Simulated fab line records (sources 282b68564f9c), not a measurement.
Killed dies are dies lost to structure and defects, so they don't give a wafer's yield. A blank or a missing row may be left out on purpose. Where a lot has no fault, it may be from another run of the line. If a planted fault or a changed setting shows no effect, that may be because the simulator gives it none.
fab line records | flow rit_cmos
[record] lots = 6 wafers = 18 last_day = 7
route steps=202 shown CONTACT@177 M1@184
lots that met no fault: from a run of the same line without faults
start_h: hours from the record's first day to the start of the lot's first wafer shown | wait_h: time in hours since the lot's previous step | " as in the row above | L1.1+2: one row covering several wafers at once | - no value, or no start was given | * or withheld: withheld | < > ~ a bound
route shown NAME@n: NAME is a module with steps in the file, n the number in the route of the first one | usual: mean and standard deviation over wafers with no fault | same: alike in all rows | chamber/n: place in a boat | sites: per-site readings | _std_site: standard deviation of those values | _edge_site: the outer-site mean with the inner-site mean subtracted | radius_mm: how far each site lies from the wafer's centre | mask NAME#n: copy n | behind: the last tool/chamber to shape the wafer | hold: cause of the lot's hold/its duration in hours/its outcome | device: which transistor (n, p or np) failed to switch | end of line: the route-end tests of the same wafers | step lacking rows: just its recipe | killed: at the first sort, the dies lost to defects and structure; wafer yield is something else | map: the dies of a wafer, with x for killed, . for not killed, _ for no die there
set.NAME: the run value of the setting; set.NAME@STEP: its run value at that earlier step | model.NAME: the simulator's own value behind a step, which no gauge read
lots at some steps of the route; a table a step, a row a wafer
services: the hour from which a tool's chamber was out of use, counted from the record's first day as start_h (under 0 if before that day), plus the number of hours and why
[[steps]]
[step RIT_CONTACT_OVL_MEAS_09]
[usual] CONTACT_OVL = -0.4/1.3
// columns lot.wafer tool chamber start_h wait_h CONTACT_OVL[nm]
L748.1 overlay-01 - 72.95 0.1 0.1
L748.4 " - " " 0.9
L748.6 " - " " 1.1
L749.1 overlay-02 - 77.58 0.1 -2.5
L749.4 " - " " -2.0
L749.6 " - " " -2.2
L755.1 overlay-02 - 108.23 0.1 -0.2
L755.3 " - " " 1.2
L755.6 " - " " 0.5
L756.1 overlay-02 - 111.33 0.1 0.9
L756.3 " - " " -0.1
L756.5 " - " " 0.2
L757.2 overlay-02 - 117.96 0.1 -1.5
L757.5 " - " " 0.1
L757.6 " - " " 0.7
L762.2 overlay-01 - 152.30 0.1 -0.3
L762.5 " - " " 0.3
L762.6 " - " " 1.3
[step RIT_CONTACT_HARDBAKE_10]
[recipe] resist = NOVOLAK temp_c = 140 time_s = 60
[step RIT_CONTACT_ETCH_11]
[recipe] target_depth_a = 4800 over_etch_frac = 0.2 stop_on = TiSi2 chemistry = CHF3/CF4/Ar target = SiO2 CHF3_flow_sccm = 50 cf4_flow_sccm = 10 Ar_flow_sccm = 100 O2_flow_sccm = 5 pressure_mtorr = 100 rf_w = 200 time_s = 320
[usual] drypump_motor_current_A = 5.7/0.6 mfc_ar_sccm = 100.09/0.3 oes_product_au = 0.993/0.014 throttle_valve_pct = 8.88/0.16
// columns lot.wafer tool chamber start_h wait_h drypump_motor_current_A mfc_ar_sccm oes_product_au rf_hours_counter_h throttle_valve_pct
L748.1 rie_diel-03 3 73.13 0.1 5.8 100.17 0.992 9 8.80
L748.4 " 1 " " 5.9 99.95 0.974 144 8.65
L748.6 " 2 " " 5.1 100.22 1.004 - 8.60
L749.1 rie_diel-01 2 77.77 0.1 4.7 100.10 0.990 153 8.89
L749.4 " 1 " " 5.3 100.57 0.984 94 9.08
L749.6 " 3 " " 6.5 100.04 1.019 - 8.96
L755.1 rie_diel-03 0 108.41 0.1 5.3 100.16 0.992 11 8.91
L755.3 " 1 " " 5.8 100.44 0.980 145 8.64
L755.6 " 0 " " 5.3 100.11 1.003 - 8.91
L756.1 rie_diel-02 3 111.51 0.1 6.6 99.84 0.994 6 8.96
L756.3 " 1 " " 6.2 99.61 1.008 22 8.70
L756.5 " 0 " " 6.4 100.22 1.005 - 9.01
L757.2 rie_diel-02 0 118.14 0.1 6.4 100.28 1.000 53 9.02
L757.5 " 0 " " 6.4 100.06 1.003 - 9.00
L757.6 " 1 " " 6.2 99.32 1.007 - 8.70
L762.2 rie_diel-01 1 152.48 0.1 5.3 100.25 0.976 96 9.09
L762.5 " 3 " " 6.5 99.98 1.011 - 8.96
L762.6 " 0 " " 5.4 99.76 0.990 - 9.09
[step RIT_CONTACT_STRIP_12]
[recipe] chemistry = O2 time_s = 180 resist = NOVOLAK platen_temp_c = withheld power_w = 500 pressure_mtorr = 4000 o2_flow_sccm = 4000
[usual] drypump_motor_current_A = 5.8/0.49
// columns lot.wafer tool chamber start_h wait_h drypump_motor_current_A rf_hours_counter_h
L748.1 plasma_asher-02 1 73.33 0.1 6.5 26
L748.4 " 1 " " 6.5 -
L748.6 " 1 " " 6.5 -
L749.1 plasma_asher-03 1 77.96 0.1 5.1 34
L749.4 " 1 " " 5.1 -
L749.6 " 1 " " 5.1 -
L755.1 plasma_asher-02 1 108.61 0.1 6.5 30
L755.3 " 1 " " 6.5 -
L755.6 " 0 " " 5.4 -
L756.1 plasma_asher-02 1 111.71 0.1 6.5 31
L756.3 " 1 " " 6.5 -
L756.5 " 1 " " 6.5 -
L757.2 plasma_asher-02 1 118.33 0.1 6.5 31
L757.5 " 0 " " 5.4 -
L757.6 " 1 " " 6.5 -
L762.2 plasma_asher-03 1 152.67 0.1 5.1 41
L762.5 " 1 " " 5.1 -
L762.6 " 0 " " 5.7 -
[step RIT_CONTACT_CD_MEAS_90]
[recipe] target_cd_nm = 1000
[usual] cd_nm = 1000.2/2.6
// columns lot.wafer tool chamber start_h wait_h cd_nm
L748.1 cd_sem-02 - 73.50 0.1 1001.7
L748.4 " - " " 1002.8
L748.6 " - " " 1001.7
L749.1 cd_sem-02 - 78.14 0.1 999.3
L749.4 " - " " 1002.4
L749.6 " - " " 999.0
L755.1 cd_sem-02 - 108.78 0.1 996.0
L755.3 " - " " 996.4
L755.6 " - " " 994.7
L756.1 cd_sem-02 - 111.88 0.1 1003.3
L756.3 " - " " 1004.0
L756.5 " - " " 1000.9
L757.2 cd_sem-02 - 118.53 0.1 1003.1
L757.5 " - " " 1001.2
L757.6 " - " " 1000.3
L762.2 cd_sem-02 - 152.87 0.1 997.4
L762.5 " - " " 999.0
L762.6 " - " " 1001.1
[step RIT_CONTACT_CLEAN_13]
[recipe] chemistry = SC1 mix = 3:3:50 time_s = 600 temp_c = 75
[step RIT_CONTACT_CLEAN_14]
[recipe] chemistry = SC2 mix = 3:3:50 time_s = 600 temp_c = 75 dry = n2_spin
[step RIT_M1_SPUTTER_00]
[recipe] material = Al target_thk_nm = 400 power_w = 2000 chamber_pressure_pa = 0.4 gas = Ar time_s = 500 substrate_temp_c = 25
[usual] throttle_valve_pct = 30.1/1.1
// columns lot.wafer tool chamber start_h wait_h throttle_valve_pct
L748.1 pvd_sputter-03 - 74.16 0.0 29.5
L748.4 " - " " 31.8
L748.6 " - " " 29.8
L749.1 pvd_sputter-01 - 78.78 0.0 30.8
L749.4 " - " " 29.7
L749.6 " - " " 29.5
L755.1 pvd_sputter-01 - 109.25 0.0 29.6
L755.3 " - " " 28.5
L755.6 " - " " 28.8
L756.1 pvd_sputter-02 - 112.37 0.0 29.9
L756.3 " - " " 30.8
L756.5 " - " " 31.3
L757.2 pvd_sputter-01 - 119.00 0.0 29.4
L757.5 " - " " 30.5
L757.6 " - " " 29.6
L762.2 pvd_sputter-03 - 153.32 0.0 32.1
L762.5 " - " " 32.0
L762.6 " - " " 30.2
[step RIT_M1_RS_MEAS_01]
[recipe] thk_meas_gauge = four-point-probe reads = Al_of_M1_SPUTTER_00
[usual] M1_AL_RS = 0.0735/0.00094
// columns lot.wafer tool chamber start_h wait_h M1_AL_RS[ohm/sq]
L748.1 film_metro-03 - 74.46 0.1 0.0751
L748.4 " - " " 0.0749
L748.6 " - " " 0.0734
L749.1 film_metro-03 - 79.08 0.1 0.0737
L749.4 " - " " 0.0737
L749.6 " - " " 0.0734
L755.1 film_metro-03 - 109.55 0.1 0.0743
L755.3 " - " " 0.0732
L755.6 " - " " 0.0736
L756.1 film_metro-03 - 112.66 0.1 0.0730
L756.3 " - " " 0.0727
L756.5 " - " " 0.0729
L757.2 film_metro-03 - 119.31 0.2 0.0738
L757.5 " - " " 0.0736
L757.6 " - " " 0.0742
L762.2 film_metro-04 - 153.63 0.2 0.0738
L762.5 " - " " 0.0741
L762.6 " - " " 0.0737
[step RIT_M1_THK_MEAS_02]
[recipe] thk_meas_gauge = xrf reads = Al_of_M1_SPUTTER_00
[usual] M1_AL_THK = 399/5.1
// columns lot.wafer tool chamber start_h wait_h M1_AL_THK[nm]
L748.1 film_metro-03 - 74.58 0.1 390
L748.4 " - " " 391
L748.6 " - " " 398
L749.1 film_metro-03 - 79.20 0.1 400
L749.4 " - " " 399
L749.6 " - " " 401
L755.1 film_metro-03 - 109.67 0.1 399
L755.3 " - " " 404
L755.6 " - " " 402
L756.1 film_metro-03 - 112.78 0.1 405
L756.3 " - " " 406
L756.5 " - " " 404
L757.2 film_metro-03 - 119.42 0.1 400
L757.5 " - " " 402
L757.6 " - " " 399
L762.2 film_metro-04 - 153.74 0.1 398
L762.5 " - " " 393
L762.6 " - " " 397
[step RIT_M1_HMDS_03]
[recipe] prime_time_s = 60 prime_temp_c = 140
[step RIT_M1_COAT_04]
[recipe] resist = NOVOLAK spin_rpm = 2000 resist_thk_nm = 1300
[step RIT_M1_SOFTBAKE_05]
[recipe] resist = NOVOLAK temp_c = 90 time_s = 60
[usual] heater_power_total_W = 34.56/0.044 plate_temp_C = 90.01/0.12
// columns lot.wafer tool chamber start_h wait_h heater_power_total_W plate_temp_C model.NOVOLAK_of_M1_COAT_04.thk_nm
L748.1 litho_track-03 0 75.00 0.1 34.53 90.06 1303
L748.4 " 0 " " 34.47 89.80 1299
L748.6 " 0 " " 34.53 90.02 1298
L749.1 litho_track-03 0 79.56 0.1 34.62 89.98 1291
L749.4 " 0 " " 34.63 90.13 1295
L749.6 " 0 " " 34.59 89.98 1292
L755.1 litho_track-03 0 110.03 0.1 36.81 94.18 1286
L755.3 " 0 " " 36.83 94.28 1289
L755.6 " 0 " " 36.75 94.16 1285
L756.1 litho_track-03 0 113.14 0.1 36.86 94.21 1278
L756.3 " 0 " " 36.83 94.09 1284
L756.5 " 0 " " 36.89 94.06 1281
L757.2 litho_track-04 0 119.80 0.1 34.48 89.91 1294
L757.5 " 0 " " 34.60 89.73 1292
L757.6 " 0 " " 34.59 89.70 1296
L762.2 litho_track-04 0 154.20 0.1 34.55 89.98 1297
L762.5 " 0 " " 34.55 89.84 1298
L762.6 " 0 " " 34.58 90.11 1298
[step RIT_M1_EXPOSE_06]
[recipe] mask_id = M12 na = 0.6 source_shape = conventional sigma_outer = 0.5 target_cd_nm = 2600 dose_mj = 250
[step RIT_M1_PEB_07]
[recipe] resist = NOVOLAK temp_c = withheld time_s = withheld
[step RIT_M1_DEVELOP_08]
[recipe] resist = NOVOLAK develop_time_s = 68 dev_temp_c = 23.79
// columns lot.wafer tool chamber start_h wait_h model.NOVOLAK_of_M1_COAT_04.thk_nm
L748.1 litho_track-03 0 - - 1302
L748.4 " 0 " " 1299
L748.6 " 0 " " 1297
L749.1 litho_track-04 0 - - 1291
L749.4 " 0 " " 1294
L749.6 " 0 " " 1292
L755.1+6 litho_track-02 0 - - 1285
L755.3 " 0 " " 1288
L756.1 litho_track-04 0 - - 1277
L756.3 " 0 " " 1284
L756.5 " 0 " " 1281
L757.2 litho_track-03 0 - - 1294
L757.5 " 0 " " 1292
L757.6 " 0 " " 1295
L762.2+6 litho_track-02 0 - - 1297
L762.5 " 0 " " 1298
[step RIT_M1_CD_MEAS_09]
[recipe] target_cd_nm = 2600
[usual] cd_nm = 2600.6/2.7
// columns lot.wafer tool chamber start_h wait_h cd_nm
L748.1 cd_sem-02 - 75.71 - 2600.2
L748.4 " - " " 2599.2
L748.6 " - " " 2598.4
L749.1 cd_sem-02 - 80.26 - 2601.8
L749.4 " - " " 2605.2
L749.6 " - " " 2602.2
L755.1 cd_sem-01 - 110.61 - 2604.7
L755.3 " - " " 2602.8
L755.6 " - " " 2602.3
L756.1 cd_sem-01 - 113.72 - 2599.6
L756.3 " - " " 2598.9
L756.5 " - " " 2600.2
L757.2 cd_sem-01 - 120.37 - 2600.4
L757.5 " - " " 2601.8
L757.6 " - " " 2603.7
L762.2 cd_sem-01 - 154.78 - 2597.9
L762.5 " - " " 2600.0
L762.6 " - " " 2597.9
[step RIT_M1_PROBE_99]
[usual] defect_limited_yield = 97.5/1.1 killed_at_M0_to_M3 = 0.0/0.14 killed_at_contacts = 0.1/0.3 killed_at_front_end = 6.5/2.9 killed_dies = 6.6/3 killed_open = 3.3/2 killed_short = 3.3/1.9 sort_bin_3_pad_short = 0.1/0.2 sort_bin_5_function = 1.4/0.78 sort_bin_6_memory = 1.0/0.71 sort_n_pass = 257.4/3 sort_yield_pct = 97.5/1.1
[same] gross_dies = 264 killed_at_M4_up = 0 killed_at_back_side = 0 killed_at_other = 0
// columns lot.wafer tool chamber start_h wait_h defect_limited_yield[%] killed_at_M0_to_M3 killed_at_contacts killed_at_front_end killed_dies killed_open killed_short sort_bin_3_pad_short[%] sort_bin_5_function[%] sort_bin_6_memory[%] sort_n_pass sort_yield_pct[%]
L748.1 prober-01 - 79.05 0.1 98.9 0 0 3 3 2 1 0 0.8 0.4 261.0 98.9
L748.4 prober-01 - 79.20 0.2 98.1 0 0 5 5 0 5 0 1.1 0.8 259.0 98.1
L748.6 prober-01 - 79.30 0.2 98.9 0 0 3 3 1 2 0.4 0.8 0 261.0 98.9
L749.1 prober-02 - 83.67 0.1 97.0 0 0 8 8 2 6 0 1.1 1.9 256.0 97.0
L749.4 prober-02 - 83.82 0.2 97.0 0 0 8 8 5 3 0 2.3 0.8 256.0 97.0
L749.6 prober-02 - 83.92 0.2 95.5 0 0 12 12 5 7 0 2.7 1.9 252.0 95.5
L755.1 prober-02 - 113.66 0.1 97.3 1 0 6 7 1 6 0 2.3 0.4 257.0 97.3
L755.3 prober-02 - 113.76 0.2 97.3 0 0 7 7 4 3 0 1.1 1.5 257.0 97.3
L755.6 prober-02 - 113.91 0.2 99.2 0 0 2 2 1 1 0 0.8 0 262.0 99.2
L756.1 prober-01 - 116.38 0.1 97.3 0 0 7 7 7 0 0 2.3 0.4 257.0 97.3
L756.3 prober-01 - 116.48 0.2 95.5 0 0 12 12 5 7 0.4 2.7 1.5 252.0 95.5
L756.5 prober-01 - 116.58 0.2 98.9 0 0 3 3 1 2 0 1.1 0 261.0 98.9
L757.2 prober-02 - 123.21 0.1 98.5 0 0 4 4 4 0 0 1.1 0.4 260.0 98.5
L757.5 prober-02 - 123.36 0.2 97.0 0 0 8 8 6 2 0 1.9 1.1 256.0 97.0
L757.6 prober-02 - 123.41 0.2 99.2 0 0 2 2 1 1 0 0 0.8 262.0 99.2
L762.2 prober-01 - 159.41 0.1 99.2 0 0 2 2 1 1 0 0.4 0.4 262.0 99.2
L762.5 prober-01 - 159.56 0.2 98.9 0 1 2 3 1 2 0 0 1.1 261.0 98.9
L762.6 prober-01 - 159.61 0.2 98.5 0 0 4 4 2 2 0 0.8 0.8 260.0 98.5
// killed by level:class
L748.1 SILICIDE:geometric_particle:open=2 GATE:geometric_particle:short=1
L748.4 GATE:geometric_particle:short=2 FOX1:geometric_particle:short=1 REOX:geometric_particle:short=1 SPACER:geometric_particle:short=1
L748.6 GATE:geometric_particle:short=2 GATE:geometric_particle:open=1
L749.1 GATE:geometric_particle:short=5 FOX2:geometric_particle:short=1 FOX2:geometric_particle:open=1 SILICIDE:geometric_particle:open=1
L749.4 GATE:geometric_particle:open=5 GATE:geometric_particle:short=2 FOX1:geometric_particle:short=1
L749.6 FOX2:geometric_particle:open=2 FOX2:geometric_particle:short=2 GATE:geometric_particle:short=2 GATE:geometric_particle:open=2 REOX:geometric_particle:short=2 REOX:geometric_particle:open=1 SILICIDE:geometric_particle:short=1
L755.1 FOX1:geometric_particle:short=1 FOX2:geometric_particle:short=1 GATE:geometric_particle:short=1 GATE:geometric_particle:open=1 REOX:geometric_particle:short=1 SPACER:geometric_particle:short=1 M1:geometric_particle:short=1
L755.3 GATE:geometric_particle:open=3 FOX1:geometric_particle:short=1 FOX2:geometric_particle:open=1 GATE:geometric_particle:short=1 SPACER:geometric_particle:short=1
L755.6 REOX:geometric_particle:open=1 SILICIDE:geometric_particle:short=1
L756.1 FOX1:geometric_particle:open=3 GATE:geometric_particle:open=3 REOX:geometric_particle:open=1
L756.3 FOX2:geometric_particle:open=2 GATE:geometric_particle:short=2 GATE:geometric_particle:open=2 REOX:geometric_particle:short=2 SPACER:geometric_particle:short=2 SILICIDE:geometric_particle:short=1 SILICIDE:geometric_particle:open=1
L756.5 FOX2:geometric_particle:open=1 FOX2:geometric_particle:short=1 GATE:geometric_particle:short=1
L757.2 GATE:geometric_particle:open=2 REOX:geometric_particle:open=1 SPACER:geometric_particle:open=1
L757.5 GATE:geometric_particle:open=3 FOX1:geometric_particle:short=1 FOX1:geometric_particle:open=1 GATE:geometric_particle:short=1 REOX:geometric_particle:open=1 SILICIDE:geometric_particle:open=1
L757.6 GATE:geometric_particle:short=1 SPACER:geometric_particle:open=1
L762.2 GATE:geometric_particle:open=1 GATE:geometric_particle:short=1
L762.5 FOX2:geometric_particle:short=1 REOX:geometric_particle:short=1 CONTACT:geometric_particle:open=1
L762.6 GATE:geometric_particle:short=1 SPACER:geometric_particle:open=1 SILICIDE:geometric_particle:open=1 SILICIDE:geometric_particle:short=1
[[services]]
// columns tool chamber start_h hours kind
pvd_sputter-02 - 87.16 8.4 repair
rie_diel-03 3 97.68 2.4 repair
rie_diel-03 3 110.18 6.8 repair
rie_diel-02 1 120.10 5.9 repair
rie_diel-03 - 125.75 2.8 pm
rie_diel-01 2 134.55 - clean
rie_diel-01 2 134.55 22.2 scheduled_down
rie_diel-01 2 134.55 22.2 vent_cycle
[[key]]
[first_sign] step = RIT_M1_SOFTBAKE_05 reading = heater_power_total_W direction = up sigmas = 52 usual = 34.56 struck = 36.83
[effect] step = RIT_M1_SOFTBAKE_05 reading = plate_temp_C direction = up sigmas = 34 usual = * struck = *
[model_effect] step = RIT_M1_SOFTBAKE_05 value = NOVOLAK_of_M1_COAT_04.thk_nm without = 1298 struck = 1284
[model_effect] step = RIT_M1_DEVELOP_08 value = NOVOLAK_of_M1_COAT_04.thk_nm without = 1298 struck = 1283
met_at RIT_M1_SOFTBAKE_05
struck_wafers L755.1,L755.3,L755.6,L756.1,L756.3,L756.5
[loop_trim] step = RIT_M1_EXPOSE_06 setting = dose lots = L756
onset_between 79.56 110.03
[fault] kind = process_parameter_drift tool = litho_track-03 chamber = - onset_h = 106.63 steps = RIT_M1_SOFTBAKE_05 channel = temp_c offset = * shape = step end_h = 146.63 acts_in = * stated = *
// loop_trim: a control loop set the setting to another value than it would have without faults
